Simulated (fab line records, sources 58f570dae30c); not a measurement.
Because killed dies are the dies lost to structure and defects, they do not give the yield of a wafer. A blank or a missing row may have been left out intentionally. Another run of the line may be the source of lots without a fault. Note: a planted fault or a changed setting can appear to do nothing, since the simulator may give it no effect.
Chamber matching | flow berkeley_cmos170 | pecvd-02 running UCB170_SPACER_CVD_00: 3 sister chambers
The step deposits SiO2 from TEOS/O2, target thk 376 nm, time 47 s. 6 wafers are shown with their chamber, then 7 later ones without.

## WAFERS WITH THEIR CHAMBER
wafer  | chamber | heater_power_w (W)
L285.5 | 0       | 203
L285.6 | 2       | 260
L289.2 | 0       | 283
L289.3 | 2       | 251
L291.2 | 1       | 223
L291.5 | 1       | 237

## WAFERS WHOSE CHAMBER IS MISSING
wafer  | heater_power_w (W)
L291.6 | 257
L302.4 | 187
L302.5 | 254
L302.6 | 290
L303.2 | 199
L303.5 | 258
L303.6 | 291

## WHICH CHAMBER EACH WENT THROUGH
wafer  | from the rows above          | in truth
L291.6 | can't be placed: 2 or 0 or 1 | 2
L302.4 | can't be placed: 1 or 0 or 2 | 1
L302.5 | can't be placed: 2 or 0 or 1 | 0
L302.6 | can't be placed: 2 or 0 or 1 | 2
L303.2 | can't be placed: 1 or 0 or 2 | 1
L303.5 | can't be placed: 2 or 0 or 1 | 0
L303.6 | can't be placed: 2 or 0 or 1 | 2
Correct placement for 0 of the 7. Unplaceable from these rows: 7, with the true chamber sitting among the candidates in 7. Placed wrongly: 0.
How it was worked out, from the rows above alone: a wafer's distance from a chamber is the root of the sum, over the readings, of the square of ((its reading less the chamber's mean) divided by the reading's scatter). If the next closest chamber is less than 2 further off than the closest, the wafer can't be placed; otherwise it belongs to the closest. Each chamber's mean is taken over the wafers shown for it. The scatter: take each reading less its chamber's mean, square it, sum over the shown wafers, divide by the number of wafers less the number of chambers, and take the root.
